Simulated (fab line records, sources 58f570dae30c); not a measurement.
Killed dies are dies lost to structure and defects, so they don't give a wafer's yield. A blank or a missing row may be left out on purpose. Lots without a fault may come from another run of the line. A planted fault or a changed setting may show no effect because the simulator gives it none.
Which tool did it? | flow berkeley_cmos170 | 7 lots, 21 wafers sampled, at 2 steps of a route of 331

WHAT THE GAUGES READ, wafer by wafer
UCB170_CONTACT_CD_MEAS_90: target cd 700 nm.
lot  | measured     | on        | cd_nm (nm)
L678 | day 8 10:54  | cd_sem-02 | 699.0 698.8 700.7
L680 | day 9 02:20  | cd_sem-01 | 699.6 698.7 699.0
L682 | day 9 09:47  | cd_sem-02 | 699.8 698.7 697.8
L690 | day 11 00:17 | cd_sem-01 | 701.0 702.2 701.9
L691 | day 11 15:24 | cd_sem-02 | 698.8 698.8 698.8
L694 | day 11 22:55 | cd_sem-02 | 699.7 702.5 701.5
L696 | day 12 08:59 | cd_sem-01 | 701.3 700.8 700.4

WHICH TOOL RAN EACH LOT (tool, then ch and the chambers of the sampled wafers, then the start)
lot  | UCB170_CONTACT_ETCH_18
L678 | rie_diel-01 ch 0,2, day 8 10:00
L680 | rie_diel-04 ch 1,2,3, day 9 02:00
L682 | rie_diel-02 ch 0,1,3, day 9 09:00
L690 | rie_diel-01 ch 2,3, day 11 00:00
L691 | rie_diel-02 ch 0,3, day 11 15:00
L694 | rie_diel-04 ch 0,1,2, day 11 22:00
L696 | rie_diel-04 ch 0,1,2, day 12 08:00
- UCB170_CONTACT_ETCH_18: etches PSG in CHF3/CF4/Ar, stops on TiSi2, target depth 840 nm, time 195 s.

THE ANSWER, worked out from the rows above alone
Rule: what is usual is taken from the lots themselves. Put in order of their means at a reading, lots are off if they are a third of the lots or fewer, leave a main group of 4 or more, and stand apart from it by a gap of 3 or more times the standard deviation of the main group's means; of several such gaps the widest counts. A main group whose means are all the same, to the digits that the tables above print for the reading, isn't used. A lot without any number at a reading at which 4 lots or more have one is off too. The other lots that the step has rows for count as sound.
No lot is off at any reading shown: from this, nothing can be told.

WHAT THE SIMULATOR HAD PUT IN
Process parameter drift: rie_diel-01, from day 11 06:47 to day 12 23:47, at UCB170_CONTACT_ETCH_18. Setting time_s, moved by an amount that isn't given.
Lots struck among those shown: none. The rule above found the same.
